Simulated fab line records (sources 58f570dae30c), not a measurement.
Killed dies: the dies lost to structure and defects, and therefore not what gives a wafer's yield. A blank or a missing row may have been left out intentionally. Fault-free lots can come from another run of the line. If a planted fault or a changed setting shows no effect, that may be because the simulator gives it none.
Split-lot trial -- flow berkeley_cmos170 -- route with 331 steps; 5 lots, 23 wafers read

== ABOUT THE SPLIT ==
At UCB170_V1_EXPOSE_09 (exposes mask VIA1, target cd 700 nm), the setting dose_mj was moved away from the recipe's 37 on 7 of the 23 wafers read, by -7.2% to +5.3%. For the rest of the wafers, this setting stayed at what the recipe calls for.

== FROM THE SPLIT TO THE READING: what the file shows between them, 5 steps ==
- UCB170_V1_PEB_10
- UCB170_V1_DEVELOP_11: develop time 45 s
- UCB170_V1_CD_MEAS_12: target cd 700 nm
- UCB170_V1_ETCH_14: etches SiO2 in CHF3/CF4/Ar, stops on Al, target depth 1250 nm, time 291 s
- UCB170_V1_STRIP_15: strips in O2

== THE READING ==
cd_nm (nm) at UCB170_V1_CD_MEAS_90, where the cd target is 700 nm. A value of 700.3 nm with a standard deviation of 1.3 nm is what fault-free wafers of this fab line usually give.

wafer,"tool, chamber at the split",dose_mj as run,against the recipe,"cd_nm, nm",against lot-mates on the recipe
L074.1,"krf_scanner-01, 0",37,recipe,700.2,-
L074.2,"krf_scanner-01, 0",37,recipe,701.1,-
L074.3,"krf_scanner-01, 0",34.34,-7.2%,688.9,-11.7
L074.4,"krf_scanner-01, 0",34.34,-7.2%,687.6,-13.0
L074.5,"krf_scanner-01, 0",37,recipe,700.5,-
L079.1,"krf_scanner-02, 0",37,recipe,701.2,-
L079.5,"krf_scanner-02, 0",37,recipe,700.2,-
L079.6,"krf_scanner-02, 0",37,recipe,701.3,-
L078.1,"krf_scanner-02, 0",37,recipe,700.3,-
L078.2,"krf_scanner-02, 0",34.75,-6.1%,689.8,-11.2
L078.3,"krf_scanner-02, 0",34.75,-6.1%,690.5,-10.5
L078.5,"krf_scanner-02, 0",34.75,-6.1%,691.1,-9.9
L078.6,"krf_scanner-02, 0",37,recipe,701.8,-
L084.1,"krf_scanner-01, 0",37,recipe,700.4,-
L084.2,"krf_scanner-01, 0",37,recipe,699.8,-
L084.3,"krf_scanner-01, 0",38.97,+5.3%,708.3,+8.5
L084.4,"krf_scanner-01, 0",37,recipe,699.2,-
L084.6,"krf_scanner-01, 0",38.97,+5.3%,708.7,+8.9
L085.1,"krf_scanner-01, 0",37,recipe,700.8,-
L085.2,"krf_scanner-01, 0",37,recipe,702.2,-
L085.3,"krf_scanner-01, 0",37,recipe,700.6,-
L085.5,"krf_scanner-01, 0",37,recipe,702.5,-
L085.6,"krf_scanner-01, 0",37,recipe,701.0,-

FIT RESULTS
A straight line over all 23 wafers: cd_nm changes by +1.65 nm for each +1% of dose_mj; r = +0.99; the points scatter about the line by 0.87 nm.
The same after taking each lot's own level away (the mean of its wafers on the recipe; 23 wafers): +1.7 nm for each +1%; r = +0.99; scatter 0.62 nm.
Per that fit: largest dose_mj move, reading shift of 12 nm.
Measured against the standard deviation above, the lots' own levels, which go from 699.80 to 701.42 nm, span 1.2 times it.
Consequently the slope shifts little with the lot-to-lot level, the two slopes agreeing.
Check: for one of the wafers moved furthest among these (-7.2%), held out of the fit, the line's prediction against its lot-mates is -12.5 nm. It came out at -11.7 nm against them.

== THE WHOLE CHAIN: every reading that the file lists as answering this split, in the file's order ==
step,what it does,reading,change (the file's fit),r (the file's)
UCB170_V1_CD_MEAS_12,target cd 700 nm,cd_nm,+1.76 nm for each +1% of the setting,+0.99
UCB170_V1_ETCH_14,"etches SiO2 in CHF3/CF4/Ar, stops on Al, target depth 1250 nm, time 291 s","V1.cd_nm (the simulator's own value, which no gauge read)",+1.72 nm for each +1% of the setting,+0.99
UCB170_V1_CD_MEAS_90,target cd 700 nm,cd_nm,+1.71 nm for each +1% of the setting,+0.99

== THE FILE'S OWN FIT ==
cd_nm changes by +1.71 nm for each +1% of dose_mj, r = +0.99.
